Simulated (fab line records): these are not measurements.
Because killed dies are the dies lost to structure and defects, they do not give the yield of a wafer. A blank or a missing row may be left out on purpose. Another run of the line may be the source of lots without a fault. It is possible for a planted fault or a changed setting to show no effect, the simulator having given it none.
One fault seen from 2 desks	flow berkeley-cmos170	numbers are kept per desk, each desk with only its own; the story behind them comes last

== TOOL OWNER'S DESK, krf-scanner-01 ==
The tool's own readings at UCB170_NSD_EXPOSE_03 (exposes mask NSELECT MOD, target cd 1200 nm): means of the sampled wafers that have a number, for each lot that ran on this tool. The brackets show how far a lot's mean lies from the usual mean; more than 4 standard deviations puts the lot out of limits, marked OUT.
Columns: A = exposure-dose-mJ-cm2 at UCB170_NSD_EXPOSE_03, usual 29.996; B = stage-vel-mm-s at UCB170_NSD_EXPOSE_03, usual 500.00 mm/s
lot	first seen here	A	B
L763	day 8 05:26	30.021	499.81
L768	day 9 05:25	29.533 (-16) OUT	500.13
L767	day 9 05:50	29.500 (-17) OUT	499.90
L782	day 11 22:37	29.978	500.16
Finding of this desk: L767, L768 out of limits; the first was L768 at day 9 05:25, on exposure-dose-mJ-cm2 at UCB170_NSD_EXPOSE_03. L763, L782: within limits.

== AT THE METROLOGY DESK ==
What the gauges read, lot by lot, whatever tool the lot ran on: means of the sampled wafers that have a number. The brackets show how far a lot's mean lies from the usual mean; more than 4 standard deviations puts the lot out of limits, marked OUT.
Columns: A = cd-nm at UCB170_NSD_CD_MEAS_06, usual 1200.0 nm
lot	first seen here	A
L763	day 8 06:29	1197.4
L762	day 8 06:47	1199.5
L768	day 9 06:12	1215.1 (+10) OUT
L767	day 9 06:50	1218.5 (+12) OUT
L778	day 10 21:28	1202.6
L780	day 11 22:44	1202.5
L782	day 11 23:21	1199.9
L779	day 11 23:35	1200.5
L784	day 11 23:52	1198.5
L783	day 12 05:53	1201.0
L785	day 12 06:35	1200.8
L781	day 12 06:39	1200.9
Finding of this desk: L767, L768 out of limits; the first was L768 at day 9 06:12, on cd-nm at UCB170_NSD_CD_MEAS_06. L763, L762, L778, L780, L782, L779, L784, L783, L785, L781: within limits.

== ALL TOGETHER ==
The tool owner's desk could have raised an alarm at day 9 05:25, on L767, L768.
An alarm was possible from the metrology desk at day 9 06:12, on L767, L768.
Every lot named ran UCB170_NSD_EXPOSE_03 on krf-scanner-01.

== WHAT HAD BEEN PUT IN BY THE SIMULATOR ==
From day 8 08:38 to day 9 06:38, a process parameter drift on krf-scanner-01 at UCB170_NSD_EXPOSE_03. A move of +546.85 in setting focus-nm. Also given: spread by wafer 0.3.
Shown lots that were struck: L767, L768.
Counting hours from when the fault started, the first reading out of limits came at 21 for the tool owner's desk and at 22 for the metrology desk.
